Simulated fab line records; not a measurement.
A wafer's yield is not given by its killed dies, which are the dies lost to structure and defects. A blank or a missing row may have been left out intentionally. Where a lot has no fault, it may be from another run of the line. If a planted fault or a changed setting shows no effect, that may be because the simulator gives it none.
Which of the tools did it? || flow berkeley_cmos170 || 14 lots (42 wafers sampled), 1 step of a 331-step route

## WHAT THE GAUGES SHOWED, per wafer
UCB170_NLDD_CD_MEAS_06: target cd 1200 nm. Usual: 1200.3 nm for cd_nm, sd 1.7.
{"lot": "L386", "measured": "day 7 05:19", "on": "cd_sem-02", "cd_nm (nm)": "1198.5 1196.5 1197.8", "flag": ""}
{"lot": "L387", "measured": "day 7 16:28", "on": "cd_sem-02", "cd_nm (nm)": "1201.0 1202.5 1202.5", "flag": ""}
{"lot": "L391", "measured": "day 7 21:11", "on": "cd_sem-02", "cd_nm (nm)": "1203.6 1204.3 1202.4", "flag": ""}
{"lot": "L388", "measured": "day 7 21:25", "on": "cd_sem-01", "cd_nm (nm)": "1199.0 1200.2 1199.4", "flag": ""}
{"lot": "L389", "measured": "day 7 21:43", "on": "cd_sem-02", "cd_nm (nm)": "1201.1 1200.2 1200.0", "flag": ""}
{"lot": "L392", "measured": "day 8 18:53", "on": "cd_sem-01", "cd_nm (nm)": "1204.9 1204.2 1204.5", "flag": ""}
{"lot": "L394", "measured": "day 9 02:22", "on": "cd_sem-01", "cd_nm (nm)": "1200.5 1201.2 1200.7", "flag": ""}
{"lot": "L396", "measured": "day 9 10:14", "on": "cd_sem-01", "cd_nm (nm)": "1198.3 1199.6 1198.9", "flag": ""}
{"lot": "L398", "measured": "day 9 16:59", "on": "cd_sem-01", "cd_nm (nm)": "1199.1 1197.7 1198.1", "flag": ""}
{"lot": "L395", "measured": "day 9 17:10", "on": "cd_sem-01", "cd_nm (nm)": "1199.1 1199.6 1199.4", "flag": ""}
{"lot": "L400", "measured": "day 9 17:26", "on": "cd_sem-01", "cd_nm (nm)": "1199.4 1199.3 1199.2", "flag": ""}
{"lot": "L402", "measured": "day 10 21:03", "on": "cd_sem-02", "cd_nm (nm)": "1200.9 1200.9 1199.9", "flag": ""}
{"lot": "L403", "measured": "day 10 22:21", "on": "cd_sem-01", "cd_nm (nm)": "1204.7 1202.4 1204.0", "flag": ""}
{"lot": "L406", "measured": "day 11 07:57", "on": "cd_sem-01", "cd_nm (nm)": "1199.7 1200.4 1199.4", "flag": ""}

## WHICH TOOL RAN EACH LOT (tool, then ch and the chambers of the sampled wafers, then the start)
Before these readings, the record contains no process step.

## AS READ BY THE TOOLS THEMSELVES (means over the sampled wafers that have a number; for cases with no such wafer, the mark the record gives instead)
The record holds no such reading with a usual standard deviation.

## THE ANSWER, worked out from the rows above alone
Rule: a lot counts as off when the mean over its wafers that have a number is more than 3 standard deviations away from the usual mean. Also off: a lot with no number at a reading for which 4 or more lots have one. Where the step has rows for the other lots, those lots are counted as sound. Order of review: gauges by route order, followed by the tools' own readings, for which a lot's mean as printed above is used. The first step at which some lot is off is used, and at that step the reading that is off furthest; a lot without a number counts as furthest.
Nothing can be told from this: no lot is off at any reading shown.

## WHAT WAS PUT IN BY THE SIMULATOR
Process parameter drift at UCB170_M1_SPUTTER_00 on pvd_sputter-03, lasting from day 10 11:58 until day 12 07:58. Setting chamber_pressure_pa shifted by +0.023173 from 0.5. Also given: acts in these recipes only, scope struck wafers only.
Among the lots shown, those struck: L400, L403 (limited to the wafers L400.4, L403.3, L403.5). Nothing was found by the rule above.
